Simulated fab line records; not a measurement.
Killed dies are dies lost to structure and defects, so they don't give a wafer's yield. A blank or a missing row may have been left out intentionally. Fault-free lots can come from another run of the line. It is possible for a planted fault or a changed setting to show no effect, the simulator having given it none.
Which of the tools did it? -- flow berkeley_cmos170 -- Sampling: 13 lots, 39 wafers, 5 of 331 route steps

== WHAT THE GAUGES SHOWED, per wafer ==
UCB170_V1_THK_MEAS_04.
lot,measured,on,V1_POLISHED_THK (nm)
L833,day 7 13:31,film_metro-03,1000.2 997.9 1000.3
L835,day 7 19:39,film_metro-02,1002.3 1000.5 1000.9
L834,day 7 19:42,film_metro-04,1002.0 1001.9 998.7
L837,day 7 23:49,film_metro-03,999.2 1001.0 998.0
L838,day 8 13:43,film_metro-02,1000.0 999.2 999.9
L840,day 9 02:16,film_metro-02,1001.2 1000.9 1001.6
L843,day 10 08:10,film_metro-03,1000.6 1000.6 998.1
L849,day 11 06:07,film_metro-02,999.2 999.1 1000.2
L850,day 11 11:56,film_metro-02,999.4 1000.3 1001.4
L851,day 11 12:10,film_metro-04,996.4 1000.6 1001.3
L853,day 12 01:14,film_metro-02,996.9 1000.5 1000.1
L855,day 12 01:33,film_metro-03,999.0 1000.7 999.6
L854,day 12 01:16,film_metro-04,1001.1 999.3 996.7

UCB170_M3_RS_MEAS_02: the measuring method here is four-point-probe.
lot,measured,on,M3_AL_RS (ohm/sq)
L833,day 7 22:40,film_metro-01,0.0322 0.03221 0.03203
L835,day 8 04:23,film_metro-01,0.03189 0.03196 0.03201
L834,day 8 04:42,film_metro-04,0.03224 0.03214 0.03235
L837,day 8 07:28,film_metro-02,0.03216 0.03181 0.032
L838,day 8 20:52,film_metro-01,0.0318 0.03201 0.03144
L840,day 9 09:14,film_metro-01,0.03194 0.0314 0.03257
L843,day 10 15:29,film_metro-02,0.03195 0.01744 0.01743 0.03193 0.01737 0.01743
L849,day 11 14:46,film_metro-02,0.03221 0.03198 0.03227
L850,day 11 20:22,film_metro-02,0.03225 0.03201 0.03194
L851,day 11 19:44,film_metro-02,0.03237 0.03271 0.03285
L853,day 12 10:23,film_metro-04,0.03185 0.03185 0.03213
L855,day 12 10:56,film_metro-01,0.0324 0.03256 0.03216
L854,day 12 11:11,film_metro-04,0.03243 0.03254 0.03222

UCB170_M3_THK_MEAS_03: measures by xrf.
lot,measured,on,M3_AL_THK (nm)
L833,day 7 22:47,film_metro-01,893 893 901
L835,day 8 04:28,film_metro-01,904 904 900
L834,day 8 04:49,film_metro-04,905 909 906
L837,day 8 07:35,film_metro-02,903 905 904
L838,day 8 20:59,film_metro-01,906 896 910
L840,day 9 09:22,film_metro-01,904 908 887
L843,day 10 17:47,film_metro-02,901 1646 1638 904 1656 1638
L849,day 11 14:53,film_metro-02,901 902 897
L850,day 11 20:28,film_metro-02,900 907 905
L851,day 11 19:52,film_metro-02,896 889 879
L853,day 12 10:30,film_metro-04,911 910 910
L855,day 12 11:02,film_metro-01,886 881 891
L854,day 12 11:19,film_metro-04,903 901 910

== WHAT TOOL EACH LOT RAN ON (gives the tool, then ch and the chambers of the sampled wafers, and finally the start) ==
lot,UCB170_M1_SPUTTER_00,UCB170_M3_SPUTTER_01
L833,"pvd_sputter-03, day 7 06:00","pvd_sputter-03, day 7 22:35"
L835,"pvd_sputter-03, day 7 13:11","pvd_sputter-01, day 8 04:14"
L834,"pvd_sputter-04, day 7 15:52","pvd_sputter-02, day 8 04:37"
L837,"pvd_sputter-02, day 7 16:07","pvd_sputter-03, day 8 07:23"
L838,"pvd_sputter-04, day 8 06:26","pvd_sputter-01, day 8 20:46"
L840,"pvd_sputter-03, day 8 18:52","pvd_sputter-03, day 9 09:08"
L843,"pvd_sputter-04, day 10 02:14","pvd_sputter-01, day 10 15:23"
L849,"pvd_sputter-03, day 10 22:12","pvd_sputter-02, day 11 14:40"
L850,"pvd_sputter-03, day 11 04:44","pvd_sputter-02, day 11 20:16"
L851,"pvd_sputter-02, day 11 04:59","pvd_sputter-03, day 11 19:39"
L853,"pvd_sputter-03, day 11 17:57","pvd_sputter-02, day 12 10:18"
L855,"pvd_sputter-04, day 11 18:55","pvd_sputter-03, day 12 10:50"
L854,"pvd_sputter-02, day 11 19:01","pvd_sputter-02, day 12 11:07"
- UCB170_M1_SPUTTER_00: material Al, target thk 600 nm, time 80 s.
- UCB170_M3_SPUTTER_01: material Al, target thk 900 nm, time 120 s.

== AS READ BY THE TOOLS THEMSELVES (means over the sampled wafers that have a number; for cases with no such wafer, the mark the record gives instead) ==
UCB170_M1_SPUTTER_00.
lot,tool,throttle_valve_pct (%)
L833,pvd_sputter-03,30.2
L835,pvd_sputter-03,30.4
L834,pvd_sputter-04,29.3
L837,pvd_sputter-02,30.3
L838,pvd_sputter-04,29.3
L840,pvd_sputter-03,30.2
L843,pvd_sputter-04,30.5
L849,pvd_sputter-03,29.7
L850,pvd_sputter-03,29.5
L851,pvd_sputter-02,30.2
L853,pvd_sputter-03,29.4
L855,pvd_sputter-04,29.2
L854,pvd_sputter-02,29.9

UCB170_M3_SPUTTER_01.
lot,tool,throttle_valve_pct (%)
L833,pvd_sputter-03,30.1
L835,pvd_sputter-01,29.9
L834,pvd_sputter-02,29.4
L837,pvd_sputter-03,29.6
L838,pvd_sputter-01,29.6
L840,pvd_sputter-03,30.2
L843,pvd_sputter-01,31.2
L849,pvd_sputter-02,29.9
L850,pvd_sputter-02,29.6
L851,pvd_sputter-03,29.4
L853,pvd_sputter-02,29.6
L855,pvd_sputter-03,30.3
L854,pvd_sputter-02,29.8

== THE ANSWER, worked out from the rows above alone ==
Rule: what is usual is taken from the lots themselves. Put in order of their means at a reading, lots are off if they are a third of the lots or fewer, leave a main group of 4 or more, and stand apart from it by a gap of 3 or more times the standard deviation of the main group's means; of several such gaps the widest counts. A main group is skipped when, at the precision printed for the reading in the tables above, its means are all equal. Also off: a lot with no number at a reading for which 4 or more lots have one. All remaining lots with rows at the step are treated as sound. After the gauges, taken in route order, come the tools' own readings; for these a lot's mean is taken, as printed above. The first step at which some lot is off is used, and at that step the reading that is off furthest; a lot without a number counts as furthest.
Off: L843, seen at UCB170_M3_RS_MEAS_02 (M3_AL_RS). Mean 0.0321 ohm/sq and standard deviation 0.00024 in the main group.
If a tool, at a process step before that reading, ran all the lots that are off and no sound lot after the first of them, it fits. The gauges at UCB170_M3_RS_MEAS_02 aren't tried: what is off there is off at UCB170_M3_SPUTTER_01 too, on other tools, and a gauge's error can't cause that. One candidate fits, namely pvd_sputter-01 at UCB170_M3_SPUTTER_01. Its last sound lot is L838 (day 8 20:46), its first lot that is off L843 (day 10 15:23): a fault that began between those two fits.

== WHAT HAD BEEN PUT IN BY THE SIMULATOR ==
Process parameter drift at UCB170_M3_SPUTTER_01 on pvd_sputter-01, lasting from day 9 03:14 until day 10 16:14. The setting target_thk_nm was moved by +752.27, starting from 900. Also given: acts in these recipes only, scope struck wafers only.
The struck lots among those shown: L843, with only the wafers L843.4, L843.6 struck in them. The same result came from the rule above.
